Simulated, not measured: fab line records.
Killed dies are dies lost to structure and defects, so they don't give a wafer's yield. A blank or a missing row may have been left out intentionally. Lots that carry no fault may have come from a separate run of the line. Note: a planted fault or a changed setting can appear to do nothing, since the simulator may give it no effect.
A struck lot beside a sound one + flow rit-cmos + 14 steps out of a route of 202
Sound: these wafers, L132.1, L132.3, L132.5. Wafers L138.2, L138.3, L138.5 were the ones struck. Last of all comes the cause.
At each step with rows: each side's tool, then ch and its chambers, then its first start. Under that, the readings that differ: sound wafers + struck wafers + difference of the means + sigmas: that difference in standard deviations of wafers without a fault.
alike: same words and numbers on both sides, and readings whose means sit less than 2 such deviations apart. not compared: any withheld reading, any reading some wafer has no value for, any bound like >300 that may hide the same value, and any number with overlapping values for which the record gives no deviation.
The two part at a step that has a row with sigmas, a row that says differs or no value, or rows on one side only. Non-overlapping numbers with no deviation appear without sigmas and do not part them. Lack of a reading on every wafer of one side parts them only where that side has two or more wafers.

RIT_SILICIDE_RS_MEAS_02: a four-point-probe measurement.
  sound: film-metro-01 at day 5 05:38; struck: film-metro-03 at day 6 18:45
  alike: SILICIDE_TI_RS
RIT_SILICIDE_THK_MEAS_03: measures by xrf.
  sound: film-metro-01 at day 5 05:45; struck: film-metro-03 at day 6 18:52
  alike: SILICIDE_TI_THK
RIT_SILICIDE_RTA_04: time 10 s, ramp up 5 s, ramp down 5 s.
  sound on rtp-anneal-01 ch 0, day 5 05:49; struck on rtp-anneal-01 ch 0, day 6 18:55
  alike: anneal-temp-c-max, chamber-o2-ppm, wafer_temp_C_max
then, 1 step without rows for these wafers: RIT_SILICIDE_WET_ETCH_05 (etches Ti in SPM, time 120 s).
RIT_SILICIDE_RTA_06: time 10 s, ramp up 5 s, ramp down 10 s.
  sound on rtp-anneal-02 ch 0, day 5 05:58; struck on rtp-anneal-02 ch 0, day 6 19:02
  alike: anneal-temp-c-max, chamber-o2-ppm, wafer_temp_C_max
RIT_CONTACT_CVD_00: deposits SiO2 from TEOS, target thk 400 nm, time 61 s.
  sound on pecvd-03 ch 0,1,2, day 5 06:02; struck on pecvd-04 ch 2, day 6 19:05
  alike: heater-power-w
RIT_CONTACT_THK_MEAS_01:
  sound: film-metro-04 at day 5 06:05; struck: film-metro-02 at day 6 19:10
  alike: CONTACT_TEOS_THK
then, 5 steps without rows for these wafers: RIT_CONTACT_HMDS_02 (prime time 60 s); RIT_CONTACT_COAT_03 (resist thk 1000 nm); RIT_CONTACT_SOFTBAKE_04 (time 60 s); RIT_CONTACT_EXPOSE_05 (exposes mask M11, target cd 1000 nm); RIT_CONTACT_PEB_06.
RIT_CONTACT_DEVELOP_07: develop time 120 s.
  struck on litho-track-04, day 6 20:00; sound on litho-track-03 ch 0, day 5 10:00
  no value came back on the struck wafers for chill-plate-temp-C (C), develop-time-s (s), developer-temp-C (C); on the sound wafers chill-plate-temp-C (C) reads 22.95 23.09 23.10
RIT_CONTACT_CD_MEAS_08: the cd target is 1000 nm.
  sound: cd-sem-02 at day 5 11:01; struck: cd-sem-02 at day 6 20:26
| reading    | sound             | struck | difference                    | sigmas |
|------------|-------------------|--------|-------------------------------|--------|
| cd-nm (nm) | 993.4 994.4 996.1 | - - -  | no value on the struck wafers |        |

## WHERE THEY PART
At RIT_CONTACT_DEVELOP_07 first; at RIT_CONTACT_CD_MEAS_08 last (within this record only).

WHY: what had been put in by the simulator
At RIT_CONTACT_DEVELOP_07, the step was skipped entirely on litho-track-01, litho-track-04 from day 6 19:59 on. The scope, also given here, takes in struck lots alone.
